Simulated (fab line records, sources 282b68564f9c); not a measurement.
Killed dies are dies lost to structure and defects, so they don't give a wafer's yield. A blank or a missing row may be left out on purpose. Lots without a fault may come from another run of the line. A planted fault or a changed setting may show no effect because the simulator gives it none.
Which tool did it? | flow rit_cmos | 14 lots, 42 wafers sampled, at 4 steps of a route of 202

WHAT THE GAUGES READ, wafer by wafer
RIT_PSD_OVL_MEAS_06. Usual: PSD_OVL -0.9 nm, standard deviation 1.2.
lot  | measured    | on         | PSD_OVL (nm)   | flag
L130 | day 3 06:10 | overlay-01 | -1.6 -2.8 -1.1 |
L131 | day 3 10:49 | overlay-02 | 0.6 -0.9 0.0   |
L132 | day 3 15:35 | overlay-01 | -0.1 -0.4 -1.7 |
L134 | day 4 02:16 | overlay-01 | -0.5 -0.4 -1.5 |
L137 | day 4 17:10 | overlay-01 | 0.3 -1.9 -1.3  |
L138 | day 4 22:44 | overlay-01 | -3.5 -2.2 -2.4 |
L139 | day 5 03:43 | overlay-02 | 0.0 -1.6 -0.8  |
L143 | day 6 00:30 | overlay-02 | -0.9 -0.3 -2.0 |
L144 | day 6 07:35 | overlay-01 | -2.4 -1.0 -1.5 |
L145 | day 6 09:38 | overlay-02 | -1.2 -1.6 -0.4 |
L147 | day 6 18:05 | overlay-01 | 1.1 1.1 -0.3   |
L149 | day 7 08:57 | overlay-02 | 1.2 1.7 0.9    |
L151 | day 7 16:25 | overlay-02 | 0.7 -0.5 -0.2  |
L152 | day 7 21:44 | overlay-02 | 0.0 0.8 -0.2   |

RIT_PSD_TW_MEAS_10. Usual: PSD_TW 3439, standard deviation 28.
lot  | measured    | on            | PSD_TW         | flag
L130 | day 3 06:41 | film_metro-01 | 3399 3410 3401 |
L131 | day 3 11:20 | film_metro-01 | 3386 3394 3403 |
L132 | day 3 16:05 | film_metro-03 | 3432 3472 3459 |
L134 | day 4 02:46 | film_metro-03 | 3485 3487 3471 |
L137 | day 4 17:41 | film_metro-01 | 3413 3398 3412 |
L138 | day 4 23:15 | film_metro-04 | 3427 3431 3456 |
L139 | day 5 04:14 | film_metro-03 | 3486 3466 3491 |
L143 | day 6 01:01 | film_metro-04 | 3445 3454 3448 |
L144 | day 6 08:08 | film_metro-01 | 3410 3421 3420 |
L145 | day 6 10:10 | film_metro-03 | 3451 3465 3467 |
L147 | day 6 18:36 | film_metro-04 | 3449 3448 3456 |
L149 | day 7 09:28 | film_metro-03 | 3462 3462 3475 |
L151 | day 7 17:01 | film_metro-01 | 3408 3407 3420 |
L152 | day 7 22:14 | film_metro-01 | 3421 3416 3416 |

WHICH TOOL RAN EACH LOT (tool, then ch and the chambers of the sampled wafers, then the start)
lot  | RIT_NRETRO_DEVELOP_05            | RIT_PLDD_STRIP_09
L130 | litho_track-02 ch 0, day 2 10:00 | plasma_asher-01 ch 0,1, day 3 01:01
L131 | litho_track-02 ch 0, day 2 15:00 | plasma_asher-01 ch 0,1, day 3 05:48
L132 | litho_track-02 ch 0, day 2 20:00 | plasma_asher-03 ch 0,1, day 3 10:26
L134 | litho_track-04 ch 0, day 3 07:00 | plasma_asher-01 ch 0,1, day 3 20:53
L137 | litho_track-02 ch 0, day 3 21:00 | plasma_asher-03 ch 0,1, day 4 11:59
L138 | litho_track-04 ch 0, day 4 02:00 | plasma_asher-01 ch 0,1, day 4 15:53
L139 | litho_track-02 ch 0, day 4 06:00 | plasma_asher-03 ch 0,1, day 4 21:31
L143 | litho_track-02, day 5 02:00      | plasma_asher-03 ch 0,1, day 5 18:55
L144 | litho_track-04, day 5 10:00      | plasma_asher-01 ch 0,1, day 6 02:02
L145 | litho_track-03 ch 0, day 5 15:00 | plasma_asher-04 ch 0,1, day 6 04:32
L147 | litho_track-03 ch 0, day 5 22:00 | plasma_asher-04 ch 0,1, day 6 12:56
L149 | litho_track-02 ch 0, day 6 11:00 | plasma_asher-03 ch 0,1, day 7 03:50
L151 | litho_track-04 ch 0, day 6 18:00 | plasma_asher-03 ch 0,1, day 7 11:01
L152 | litho_track-02 ch 0, day 6 23:00 | plasma_asher-03 ch 0,1, day 7 16:41
- RIT_NRETRO_DEVELOP_05: develop time 68 s.
- RIT_PLDD_STRIP_09: strips in O2, time 180 s.

WHAT THE TOOLS THEMSELVES READ (means of the sampled wafers that have a number; where no wafer has one, the mark that the record gives instead)
RIT_NRETRO_DEVELOP_05. Usual: chill_plate_temp_C 23.00 C, standard deviation 0.11; exhaust_pa 45.1 Pa, standard deviation 1.
lot  | tool           | chill_plate_temp_C (C) | exhaust_pa (Pa) | flag
L130 | litho_track-02 | 22.90                  | 45.5            |
L131 | litho_track-02 | 23.04                  | 46.7            |
L132 | litho_track-02 | 22.99                  | 45.7            |
L134 | litho_track-04 | 23.06                  | 44.5            |
L137 | litho_track-02 | 22.94                  | 45.1            |
L138 | litho_track-04 | 22.99                  | 45.6            |
L139 | litho_track-02 | 22.99                  | 44.0            |
L143 | litho_track-02 | -                      | -               | OFF
L144 | litho_track-04 | -                      | -               | OFF
L145 | litho_track-03 | 22.96                  | 44.6            |
L147 | litho_track-03 | 23.15                  | 45.0            |
L149 | litho_track-02 | 23.06                  | 44.8            |
L151 | litho_track-04 | 23.17                  | 45.2            |
L152 | litho_track-02 | 23.07                  | 44.6            |

RIT_PLDD_STRIP_09. Usual: drypump_motor_current_A 5.5 A, standard deviation 0.56; rf_refl_power_W 5.5 W, standard deviation 0.99.
lot  | tool            | drypump_motor_current_A (A) | rf_refl_power_W (W) | flag
L130 | plasma_asher-01 | 5.2                         | 5.2                 |
L131 | plasma_asher-01 | 5.5                         | 5.0                 |
L132 | plasma_asher-03 | 5.2                         | 5.5                 |
L134 | plasma_asher-01 | 5.5                         | 5.1                 |
L137 | plasma_asher-03 | 5.2                         | 5.4                 |
L138 | plasma_asher-01 | 5.2                         | 5.3                 |
L139 | plasma_asher-03 | 5.6                         | 4.8                 |
L143 | plasma_asher-03 | 5.2                         | 5.3                 |
L144 | plasma_asher-01 | 5.5                         | 5.2                 |
L145 | plasma_asher-04 | 6.3                         | 7.4                 |
L147 | plasma_asher-04 | 6.3                         | 6.1                 |
L149 | plasma_asher-03 | 5.2                         | 5.4                 |
L151 | plasma_asher-03 | 5.2                         | 5.5                 |
L152 | plasma_asher-03 | 5.2                         | 5.5                 |

THE ANSWER, worked out from the rows above alone
Rule: a lot is off if the mean of its wafers that have a number lies more than 3 standard deviations from the usual mean. A lot without any number at a reading at which 4 lots or more have one is off too. The other lots that the step has rows for count as sound. The gauges are gone through in route order, then the tools' own readings, and for those a lot's mean is taken as printed above. The first step at which some lot is off is used, and at that step the reading that is off furthest; a lot without a number counts as furthest.
Off: L143, L144, at RIT_NRETRO_DEVELOP_05 (chill_plate_temp_C). Without a number there: L143, L144.
A tool fits if, at that step or a process step before it, it ran every lot that is off, and no sound lot after the first of them. None of those tried fits.

WHAT THE SIMULATOR HAD PUT IN
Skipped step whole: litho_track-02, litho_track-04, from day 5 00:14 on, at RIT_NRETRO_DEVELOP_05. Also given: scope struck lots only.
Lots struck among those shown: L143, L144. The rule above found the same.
